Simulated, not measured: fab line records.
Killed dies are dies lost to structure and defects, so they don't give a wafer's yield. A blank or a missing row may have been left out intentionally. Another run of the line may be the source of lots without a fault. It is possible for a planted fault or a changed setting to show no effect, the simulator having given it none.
The same fault as seen by 2 desks -- flow rit cmos -- every desk sees just its own numbers, and what lay behind them comes last

AT THE TOOL OWNER'S DESK: litho track-03
The tool's own readings at RIT_M1_COAT_04 (resist thk 1325 nm): means of the sampled wafers that have a number, for each lot that ran on this tool. Any lot whose mean is over 4 standard deviations away from the usual mean is out of limits and marked OUT; that distance is given in the brackets.
Columns: A = spin speed rpm at RIT_M1_COAT_04, usual 2000.0 rpm
lot,first seen here,A
L153,day 5 02:08,2000.0
L159,day 6 09:16,2052.0 (+32) OUT
L161,day 6 19:29,2052.7 (+33) OUT
This desk's verdict: out of limits on L159, L161, starting with L159 at day 6 09:16 (spin speed rpm at RIT_M1_COAT_04). L153 stayed within limits.

FROM THE METROLOGY DESK
Lot by lot, what the gauges showed, no matter which tool ran the lot: averages of those sampled wafers that carry a number. Any lot whose mean is over 4 standard deviations away from the usual mean is out of limits and marked OUT; that distance is given in the brackets.
Columns: A = cd nm at RIT_CONTACT_CD_MEAS_08, usual 999.7 nm; B = CONTACT_OVL at RIT_CONTACT_OVL_MEAS_09, usual 0.2 nm; C = cd nm at RIT_CONTACT_CD_MEAS_90, usual 999.9 nm; D = M1_AL_RS at RIT_M1_RS_MEAS_01, usual 0.0731 ohm/sq; E = M1_AL_THK at RIT_M1_THK_MEAS_02, usual 398 nm; F = cd nm at RIT_M1_CD_MEAS_09, usual 2600.3 nm; G = M1_OVL at RIT_M1_OVL_MEAS_10, usual 0.7 nm
lot,first seen here,A,B,C,D,E,F,G
L152,day 4 20:51,1002.4,-1.2,1002.8,0.0731,398,2600.8,3.1
L153,day 5 00:22,999.6,-0.3,999.6,0.0728,401,2603.0,1.3
L159,day 6 07:29,997.6,0.5,997.7,0.0735,395,2597.5,0.1
L161,day 6 17:42,997.4,-0.7,997.3,0.0727,399,2597.3,0.3
L163,day 7 01:10,998.2,0.2,998.3,0.0740,396,2603.5,0.7
L165,day 7 13:29,999.2,0.3,998.9,0.0720,406,2599.4,-0.5
This desk found nothing out of limits on any of the 6 lots.

BROUGHT TOGETHER
The tool owner's desk had the chance to raise an alarm at day 6 09:16 on L159, L161.
From the metrology desk's view, nothing was out of limits.
The metrology desk has L159, L161 on record, within its limits.
On litho track-03, each named lot ran RIT_M1_COAT_04.

WHAT HAD BEEN PUT IN BY THE SIMULATOR
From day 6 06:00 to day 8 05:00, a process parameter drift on litho track-03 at RIT_M1_COAT_04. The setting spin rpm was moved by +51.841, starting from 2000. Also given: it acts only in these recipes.
Struck lots among those shown: L159, L161.
How many hours passed from the start of the fault until each desk's first out-of-limits reading: the tool owner's desk, 3.
